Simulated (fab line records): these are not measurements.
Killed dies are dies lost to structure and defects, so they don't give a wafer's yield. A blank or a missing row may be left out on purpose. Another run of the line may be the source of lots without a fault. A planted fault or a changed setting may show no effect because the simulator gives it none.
The tool behind it: which one? + flow ritCmos + 14 lots with 42 wafers sampled at 2 steps, on a route of 202 steps

== WHAT THE GAUGES READ, wafer by wafer ==
RIT_REOX_THK_MEAS_04.
| lot  | measured    | on           | REOX_OXIDE_THK (nm) |
|------|-------------|--------------|---------------------|
| L714 | day 2 19:36 | filmMetro-01 | 25.0 24.6 25.1      |
| L715 | day 3 03:39 | filmMetro-02 | 24.7 24.8 24.5      |
| L716 | day 3 08:51 | filmMetro-03 | 25.0 24.9 24.9      |
| L717 | day 3 15:32 | filmMetro-02 | 24.4 24.4 24.7      |
| L721 | day 4 09:01 | filmMetro-01 | 24.5 24.3 24.7      |
| L722 | day 4 17:29 | filmMetro-02 | 24.8 25.2 25.0      |
| L723 | day 4 17:30 | filmMetro-01 | 24.3 24.6 24.2      |
| L725 | day 5 06:24 | filmMetro-02 | 25.3 25.1 24.9      |
| L726 | day 5 08:47 | filmMetro-02 | 24.8 25.1 24.5      |
| L727 | day 5 11:46 | filmMetro-03 | 25.2 25.7 25.0      |
| L728 | day 5 21:32 | filmMetro-01 | 25.0 24.7 24.5      |
| L729 | day 6 00:04 | filmMetro-02 | 25.4 24.9 25.5      |
| L733 | day 6 20:50 | filmMetro-02 | 30.2 30.2 30.3      |
| L734 | day 6 23:23 | filmMetro-03 | 30.5 30.0 30.3      |

== WHICH TOOL RAN EACH LOT (tool, then ch and the chambers of the sampled wafers, then the start) ==
| lot  | RIT_REOX_OXIDATION_03        |
|------|------------------------------|
| L714 | furnace-04 ch 0, day 2 17:03 |
| L715 | furnace-03 ch 0, day 3 01:05 |
| L716 | furnace-04 ch 0, day 3 06:17 |
| L717 | furnace-03 ch 0, day 3 12:59 |
| L721 | furnace-03 ch 0, day 4 06:27 |
| L722 | furnace-01 ch 0, day 4 14:56 |
| L723 | furnace-01 ch 0, day 4 14:56 |
| L725 | furnace-01 ch 0, day 5 03:50 |
| L726 | furnace-04 ch 0, day 5 06:14 |
| L727 | furnace-01 ch 0, day 5 09:12 |
| L728 | furnace-04 ch 0, day 5 18:58 |
| L729 | furnace-04 ch 0, day 5 21:31 |
| L733 | furnace-01 ch 0, day 6 18:17 |
| L734 | furnace-01 ch 0, day 6 20:50 |
- RIT_REOX_OXIDATION_03: target thk 25.2 nm, ox time 5580 s.

== AS READ BY THE TOOLS THEMSELVES (means over the sampled wafers that have a number; for cases with no such wafer, the mark the record gives instead) ==
RIT_REOX_OXIDATION_03.
| lot  | tool       | spikeTcCentreC (C) | spikeTcLoadC (C) | spikeTcSourceC (C) | tubeCenterTempC (C) | tube_center_temp_C_max | zonePowerCentrePct (%) |
|------|------------|--------------------|------------------|--------------------|---------------------|------------------------|------------------------|
| L714 | furnace-04 | 903.0              | 925              | 922.7              | 900                 | 902.4                  | 41.6                   |
| L715 | furnace-03 | 902.5              | 926              | 922.2              | 900                 | 902.4                  | 45.3                   |
| L716 | furnace-04 | 902.6              | 924              | 923.6              | 900                 | 902.4                  | 41.8                   |
| L717 | furnace-03 | 902.8              | 925              | 924.1              | 900                 | 902.5                  | 45.1                   |
| L721 | furnace-03 | 902.8              | 927              | 922.9              | 900                 | 902.3                  | 45.2                   |
| L722 | furnace-01 | 901.4              | 920              | 923.6              | 900                 | 902.5                  | 39.8                   |
| L723 | furnace-01 | 902.7              | 920              | 925.9              | 900                 | 902.0                  | 40.1                   |
| L725 | furnace-01 | 901.9              | 920              | 924.7              | 900                 | 902.0                  | 39.8                   |
| L726 | furnace-04 | 903.1              | 927              | 922.3              | 900                 | 901.9                  | 41.8                   |
| L727 | furnace-01 | 901.2              | 919              | 923.9              | 900                 | 902.3                  | 40.0                   |
| L728 | furnace-04 | 901.8              | 925              | 923.3              | 900                 | 902.0                  | 41.3                   |
| L729 | furnace-04 | 901.8              | 926              | 922.9              | 900                 | 902.4                  | 41.5                   |
| L733 | furnace-01 | 921.5              | 939              | 944.1              | 920                 | 922.0                  | 41.2                   |
| L734 | furnace-01 | 922.3              | 940              | 944.6              | 920                 | 922.0                  | 41.0                   |

== THE ANSWER, worked out from the rows above alone ==
Rule: the lots themselves supply what counts as usual. The widest of any qualifying gaps counts: lots, ordered by their means at a reading, are off when they make up no more than a third of the lots, leave a main group of 4 or more, and stand apart from it by 3 or more times the standard deviation of that group's means. The tables above print the reading to a certain number of digits; a main group whose means all agree to those digits is not used. Also off: a lot with no number at a reading for which 4 or more lots have one. All remaining lots with rows at the step are treated as sound. The gauges are gone through in route order, then the tools' own readings, and for those a lot's mean is taken as printed above. At the first step where some lot is off, the reading lying furthest off is the one used; lots without a number count as furthest.
Off: at RIT_REOX_THK_MEAS_04 (REOX_OXIDE_THK), L733, L734. The main group: mean 24.8 nm, standard deviation 0.29.
A tool fits if, at a process step before that reading, it ran every lot that is off, and no sound lot after the first of them. Not tried: the gauges at RIT_REOX_THK_MEAS_04; whatever is off there is also off at RIT_REOX_OXIDATION_03, on other tools, and gauge error can't account for it. One fits: RIT_REOX_OXIDATION_03 on furnace-01. A fault onset in the window from L727 (day 5 09:12, its last sound lot) to L733 (day 6 18:17, its first lot off) fits.
The tool's own readings at RIT_REOX_OXIDATION_03 bear it out: on the lots that are off they differ by more than 5 times the standard deviation of the sound lots' means. spikeTcCentreC reads 921.9 C there against 902.3 C on the sound lots; spikeTcLoadC reads 940 C there against 924 C on the sound lots; spikeTcSourceC reads 944.4 C there against 923.5 C on the sound lots; tubeCenterTempC reads 920 C there against 900 C on the sound lots; tube_center_temp_C_max reads 922.0 there against 902.3 on the sound lots.

== WHAT THE SIMULATOR HAD PUT IN ==
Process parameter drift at RIT_REOX_OXIDATION_03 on furnace-01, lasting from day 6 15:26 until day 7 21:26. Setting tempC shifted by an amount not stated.
Shown lots that were struck: L733, L734. The rule above reached the same finding.
